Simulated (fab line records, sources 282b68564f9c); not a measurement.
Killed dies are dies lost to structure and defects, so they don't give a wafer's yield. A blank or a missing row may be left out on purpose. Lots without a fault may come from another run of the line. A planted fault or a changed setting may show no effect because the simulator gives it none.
A struck lot beside a sound one | flow rit_cmos | 36 steps out of a route of 202
Sound: wafers L410.4, L410.5, L410.6. Struck: wafer L420.2. (L420.4, L420.6 of the same lot were not struck and are left out.) The cause comes at the end.
At each step with rows: each side's tool, then ch and its chambers, then its first start. Under that, the readings that differ: sound wafers | struck wafers | difference of the means | sigmas: that difference in standard deviations of wafers without a fault.
alike: readings whose means differ by less than 2 such deviations, and words and numbers that are the same on both sides. not compared: withheld readings, readings that some wafer has no value for, bounds like >300 that may hide the same value, and numbers for which the record gives no deviation and whose values overlap.
The two part at a step that has a row with sigmas, a row that says differs or no value, or rows on one side only. Numbers that don't overlap but have no deviation are shown without sigmas and don't part them. A reading that every wafer of one side lacks parts them only if that side has two wafers or more.

RIT_SILICIDE_RTA_06: time 10 s, ramp up 5 s, ramp down 10 s.
  sound on rtp_anneal-01 ch 0, day 4 14:49; struck on rtp_anneal-01 ch 0, day 6 22:05
  alike: chamber_o2_ppm, wafer_temp_C_max
then, 1 step without rows for these wafers: RIT_CONTACT_CVD_00 (deposits SiO2 from TEOS, target thk 400 nm, time 61 s).
RIT_CONTACT_THK_MEAS_01:
  sound on film_metro-01, day 4 14:55; struck on film_metro-01, day 6 22:13
  alike: CONTACT_TEOS_THK
then, 6 steps without rows for these wafers: RIT_CONTACT_HMDS_02 (prime time 60 s); RIT_CONTACT_COAT_03 (resist thk 1000 nm); RIT_CONTACT_SOFTBAKE_04 (time 60 s); RIT_CONTACT_EXPOSE_05 (exposes mask M11, target cd 1000 nm); RIT_CONTACT_PEB_06; RIT_CONTACT_DEVELOP_07 (develop time 123 s).
RIT_CONTACT_CD_MEAS_08: target cd 1000 nm.
  sound on cd_sem-02, day 4 15:59; struck on cd_sem-01, day 6 23:22
  alike: cd_nm
RIT_CONTACT_OVL_MEAS_09:
  sound on overlay-02, day 4 16:04; struck on overlay-02, day 6 23:28
  alike: CONTACT_OVL
then, 1 step without rows for these wafers: RIT_CONTACT_HARDBAKE_10 (time 60 s).
RIT_CONTACT_ETCH_11: etches SiO2 in CHF3/CF4/Ar, stops on TiSi2, target depth 480 nm, time 320 s.
  sound on rie_diel-04 ch 2,3, day 4 16:14; struck on rie_diel-04 ch 0, day 6 23:44
  reading                                      | sound             | struck | difference | sigmas
  CHF3_flow_sccm (sccm)                        | 49.97 49.86 49.79 | 50.26  | +0.39      | +3
  model.etch.depth_nm (nm)                     | 399.4 402.9 394.3 | 340.9  | -58.0      |
  model.CONTACT.feature_depth_nm (nm)          | 399.4 402.9 394.3 | 340.9  | -58.0      |
  model.NOVOLAK_of_CONTACT_COAT_03.thk_nm (nm) | 771.5 768.6 770.8 | 798.6  | +28.3      |
  alike: drypump_motor_current_A, oes_product_au, throttle_valve_pct
  not compared: rf_hours_counter_h
RIT_CONTACT_STRIP_12: strips in O2, time 180 s.
  sound on plasma_asher-01 ch 0,1, day 4 16:29; struck on plasma_asher-01 ch 1, day 6 23:56
  reading                | sound | struck | difference                   | sigmas
  rf_hours_counter_h (h) | - - - | 50     | no value on the sound wafers |
  alike: drypump_motor_current_A
RIT_CONTACT_CD_MEAS_90: target cd 1000 nm.
  sound on cd_sem-01, day 4 16:40; struck on cd_sem-01, day 7 00:08
  alike: cd_nm
then, 2 steps without rows for these wafers: RIT_CONTACT_CLEAN_13 (cleans in SC1, time 600 s); RIT_CONTACT_CLEAN_14 (cleans in SC2, time 600 s).
RIT_M1_SPUTTER_00: material Al, target thk 400 nm, time 500 s.
  the record has rows for the sound wafers here (pvd_sputter-03, day 4 17:05) and none for the struck ones
RIT_M1_RS_MEAS_01: measures by four-point-probe.
  the record has rows for the sound wafers here (film_metro-02, day 4 17:26) and none for the struck ones
RIT_M1_THK_MEAS_02: measures by xrf.
  the record has rows for the sound wafers here (film_metro-02, day 4 17:32) and none for the struck ones
then, 6 steps without rows for these wafers: RIT_M1_HMDS_03 (prime time 60 s); RIT_M1_COAT_04 (resist thk 1300 nm); RIT_M1_SOFTBAKE_05 (time 60 s); RIT_M1_EXPOSE_06 (exposes mask M12, target cd 2600 nm); RIT_M1_PEB_07; RIT_M1_DEVELOP_08 (develop time 68 s).
RIT_M1_CD_MEAS_09: target cd 2600 nm.
  the record has rows for the sound wafers here (cd_sem-01, day 4 18:30) and none for the struck ones
RIT_M1_OVL_MEAS_10:
  the record has rows for the sound wafers here (overlay-01, day 4 18:35) and none for the struck ones
then, 1 step without rows for these wafers: RIT_M1_HARDBAKE_11 (time 120 s).
RIT_M1_METAL_ETCH_12: etches Al in Cl2/BCl3, stops on SiO2, time 165 s, target depth 600 nm.
  the record has rows for the sound wafers here (rie_metal-04 ch 0,1, day 4 18:54) and none for the struck ones
then, 1 step without rows for these wafers: RIT_M1_STRIP_13 (strips in nmp, time 600 s).
RIT_M1_STRIP_14: strips in O2, time 171.1 s.
  the record has rows for the sound wafers here (plasma_asher-02 ch 0,1, day 4 19:22) and none for the struck ones
RIT_M1_CD_MEAS_90: target cd 2600 nm.
  the record has rows for the sound wafers here (cd_sem-01, day 4 19:33) and none for the struck ones
then, 1 step without rows for these wafers: RIT_M1_ANNEAL_15 (time 1800 s).
RIT_M1_BOW_MEAS_16:
  the record has rows for the sound wafers here (film_metro-04, day 4 21:10) and none for the struck ones
RIT_M1_PROBE_99:
  the record has rows for the struck wafers here (prober-01, day 7 05:46) and none for the sound ones

WHERE THEY PART
First at RIT_CONTACT_ETCH_11; last, within this record, at RIT_M1_PROBE_99.

WHY: what the simulator had put in
Process parameter drift: rie_diel-04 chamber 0, from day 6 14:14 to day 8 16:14, at RIT_CONTACT_ETCH_11. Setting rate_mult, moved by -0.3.
